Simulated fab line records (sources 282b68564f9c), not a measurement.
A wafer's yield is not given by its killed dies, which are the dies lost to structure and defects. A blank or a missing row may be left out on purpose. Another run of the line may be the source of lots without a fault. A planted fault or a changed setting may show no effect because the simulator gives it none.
What tool caused it? ; flow rit cmos ; 21 wafers from 7 lots sampled at 2 of the route's 202 steps

== WHAT EACH GAUGE READ, for each wafer ==
RIT_GATE_THK_MEAS_09.
lot;measured;on;GATE_POLY_THK (nm)
L781;day 2 22:23;film metro-04;250.5 251.9 251.6
L783;day 3 07:03;film metro-02;249.1 248.2 247.9
L787;day 4 04:28;film metro-04;251.3 250.8 252.3
L789;day 4 14:04;film metro-04;249.4 250.0 250.5
L791;day 5 01:41;film metro-04;185.3 187.7 184.4
L795;day 5 20:58;film metro-02;252.1 247.2 250.3
L800;day 7 00:52;film metro-02;247.2 247.2 245.1

== WHAT TOOL EACH LOT RAN ON (gives the tool, then ch and the chambers of the sampled wafers, and finally the start) ==
lot;RIT_GATE_CVD_08
L781;lpcvd-01 ch 0, day 2 20:45
L783;lpcvd-02 ch 1, day 3 05:26
L787;lpcvd-02 ch 1, day 4 02:50
L789;lpcvd-01 ch 0, day 4 11:38
L791;lpcvd-02 ch 1, day 5 00:04
L795;lpcvd-01 ch 1, day 5 19:19
L800;lpcvd-01 ch 1, day 6 23:14
- RIT_GATE_CVD_08: deposits poly-Si from SiH4, target thk 250 nm, time 2220 s.

== THE ANSWER, worked out from the rows above alone ==
Rule: the lots themselves supply what counts as usual. Put in order of their means at a reading, lots are off if they are a third of the lots or fewer, leave a main group of 4 or more, and stand apart from it by a gap of 3 or more times the standard deviation of the main group's means; of several such gaps the widest counts. A main group whose means are all the same, to the digits that the tables above print for the reading, isn't used. A lot without any number at a reading at which 4 lots or more have one is off too. Where the step has rows for the other lots, those lots are counted as sound.
Off: L791, seen at RIT_GATE_THK_MEAS_09 (GATE_POLY_THK). The main group: mean 249.6 nm, standard deviation 1.7.
A tool fits if, at a process step before that reading, it ran every lot that is off, and no sound lot after the first of them. Gauges at RIT_GATE_THK_MEAS_09: tried the same way as those tools. 2 tools fit, lpcvd-02 at RIT_GATE_CVD_08 and film metro-04 at RIT_GATE_THK_MEAS_09, so this cannot tell which one it is.

== WHAT THE SIMULATOR HAD INSERTED ==
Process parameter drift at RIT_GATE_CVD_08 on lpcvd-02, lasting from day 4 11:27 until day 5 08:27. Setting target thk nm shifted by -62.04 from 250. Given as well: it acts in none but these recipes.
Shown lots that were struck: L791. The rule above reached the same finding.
